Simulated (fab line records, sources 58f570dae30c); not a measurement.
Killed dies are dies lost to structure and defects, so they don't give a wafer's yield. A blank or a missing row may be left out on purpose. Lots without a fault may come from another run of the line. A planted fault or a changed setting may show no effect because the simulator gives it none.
Which tool did it? | flow berkeley_cmos170 | 14 lots, 42 wafers sampled, at 3 steps of a route of 331

WHAT THE GAUGES READ, wafer by wafer
UCB170_PLDD_TW_MEAS_11. Usual: PLDD_TW 1013, standard deviation 7.2.
lot  | measured     | on            | PLDD_TW        | flag
L315 | day 6 06:41  | film_metro-03 | 1014 1005 1012 |
L317 | day 6 10:22  | film_metro-02 | 1020 1024 1022 |
L318 | day 6 14:36  | film_metro-03 | 1009 1017 1014 |
L319 | day 6 14:47  | film_metro-03 | 1010 1011 1009 |
L320 | day 7 18:50  | film_metro-03 | 1010 1002 1004 |
L322 | day 7 19:06  | film_metro-02 | 1016 1017 1019 |
L323 | day 7 19:11  | film_metro-03 | 1003 1005 1006 |
L321 | day 7 19:27  | film_metro-04 | 1022 1017 1015 |
L327 | day 8 11:38  | film_metro-02 | 1012 1012 1013 |
L329 | day 9 08:41  | film_metro-04 | 1030 1028 1027 |
L333 | day 10 09:19 | film_metro-03 | 971 974 973    | OFF
L336 | day 10 09:32 | film_metro-04 | 1017 1014 1018 |
L335 | day 10 09:46 | film_metro-03 | 972 976 978    | OFF
L337 | day 10 21:41 | film_metro-04 | 1021 1018 1019 |

UCB170_SDANNEAL_RS_MEAS_04: measures by four-point-probe. Usual: PLDD_RS 1031 ohm/sq, standard deviation 3.1.
lot  | measured     | on            | PLDD_RS (ohm/sq) | flag
L315 | day 6 21:29  | film_metro-02 | 1030 1031 1028   |
L317 | day 6 21:28  | film_metro-03 | 1030 1027 1028   |
L318 | day 7 09:43  | film_metro-03 | 1025 1025 1026   |
L319 | day 7 09:45  | film_metro-04 | 1031 1031 1029   |
L320 | day 8 12:05  | film_metro-02 | 1031 1034 1032   |
L322 | day 8 12:44  | film_metro-02 | 1036 1036 1038   |
L323 | day 8 12:38  | film_metro-04 | 1034 1035 1035   |
L321 | day 8 12:11  | film_metro-04 | 1033 1034 1036   |
L327 | day 8 23:15  | film_metro-02 | 1033 1033 1032   |
L329 | day 9 20:23  | film_metro-04 | 1030 1029 1029   |
L333 | day 10 20:50 | film_metro-03 | 1122 1120 1119   | OFF
L336 | day 10 20:49 | film_metro-04 | 1031 1035 1036   |
L335 | day 10 21:18 | film_metro-04 | 1124 1124 1125   | OFF
L337 | day 11 08:29 | film_metro-02 | 1036 1035 1031   |

WHICH TOOL RAN EACH LOT (tool, then ch and the chambers of the sampled wafers, then the start)
lot  | UCB170_PLDD_IMPLANT_08
L315 | implanter-03 ch 0, day 6 06:17
L317 | implanter-02 ch 0, day 6 09:58
L318 | implanter-02 ch 0, day 6 14:12
L319 | implanter-04 ch 0, day 6 14:25
L320 | implanter-03 ch 0, day 7 18:26
L322 | implanter-02 ch 0, day 7 18:44
L323 | implanter-03 ch 0, day 7 18:47
L321 | implanter-02 ch 0, day 7 19:04
L327 | implanter-03 ch 0, day 8 11:17
L329 | implanter-02 ch 0, day 9 08:20
L333 | implanter-03 ch 0, day 10 08:55
L336 | implanter-02 ch 0, day 10 09:08
L335 | implanter-03 ch 0, day 10 09:22
L337 | implanter-02 ch 0, day 10 21:17
- UCB170_PLDD_IMPLANT_08

WHAT THE TOOLS THEMSELVES READ (means of the sampled wafers that have a number; where no wafer has one, the mark that the record gives instead)
UCB170_PLDD_IMPLANT_08. Usual: beam_on_s 10.03 s, standard deviation 0.21; faraday_current_uA 158, standard deviation 3.3.
lot  | tool         | beam_on_s (s) | faraday_current_uA | flag
L315 | implanter-03 | 9.96          | 159                |
L317 | implanter-02 | 10.02         | 159                |
L318 | implanter-02 | 9.90          | 160                |
L319 | implanter-04 | 9.83          | 161                |
L320 | implanter-03 | 10.15         | 156                |
L322 | implanter-02 | 9.96          | 159                |
L323 | implanter-03 | 10.11         | 157                |
L321 | implanter-02 | 9.99          | 159                |
L327 | implanter-03 | 10.10         | 157                |
L329 | implanter-02 | 10.10         | 157                |
L333 | implanter-03 | 7.99          | 199                | OFF
L336 | implanter-02 | 10.16         | 156                |
L335 | implanter-03 | 7.97          | 199                | OFF
L337 | implanter-02 | 10.05         | 158                |

THE ANSWER, worked out from the rows above alone
Rule: a lot is off if the mean of its wafers that have a number lies more than 3 standard deviations from the usual mean. A lot without any number at a reading at which 4 lots or more have one is off too. The other lots that the step has rows for count as sound. The gauges are gone through in route order, then the tools' own readings, and for those a lot's mean is taken as printed above. The first step at which some lot is off is used, and at that step the reading that is off furthest; a lot without a number counts as furthest.
Off: L333, L335, at UCB170_PLDD_TW_MEAS_11 (PLDD_TW).
A tool fits if, at a process step before that reading, it ran every lot that is off, and no sound lot after the first of them. The gauges at UCB170_PLDD_TW_MEAS_11 aren't tried: what is off there is off at UCB170_PLDD_IMPLANT_08 too, on other tools, and a gauge's error can't cause that. One fits: implanter-03 at UCB170_PLDD_IMPLANT_08. Its last sound lot is L327 (day 8 11:17), its first lot that is off L333 (day 10 08:55): a fault that began between those two fits.
The tool's own readings at UCB170_PLDD_IMPLANT_08 bear it out: on the lots that are off they differ by more than 5 times the standard deviation of the sound lots' means. beam_on_s reads 7.98 s there against 10.03 s on the sound lots; faraday_current_uA reads 199 there against 158 on the sound lots.

WHAT THE SIMULATOR HAD PUT IN
Process parameter drift: implanter-03, from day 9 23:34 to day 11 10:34, at UCB170_PLDD_IMPLANT_08. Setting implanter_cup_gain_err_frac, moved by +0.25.
Lots struck among those shown: L333, L335. The rule above found the same.
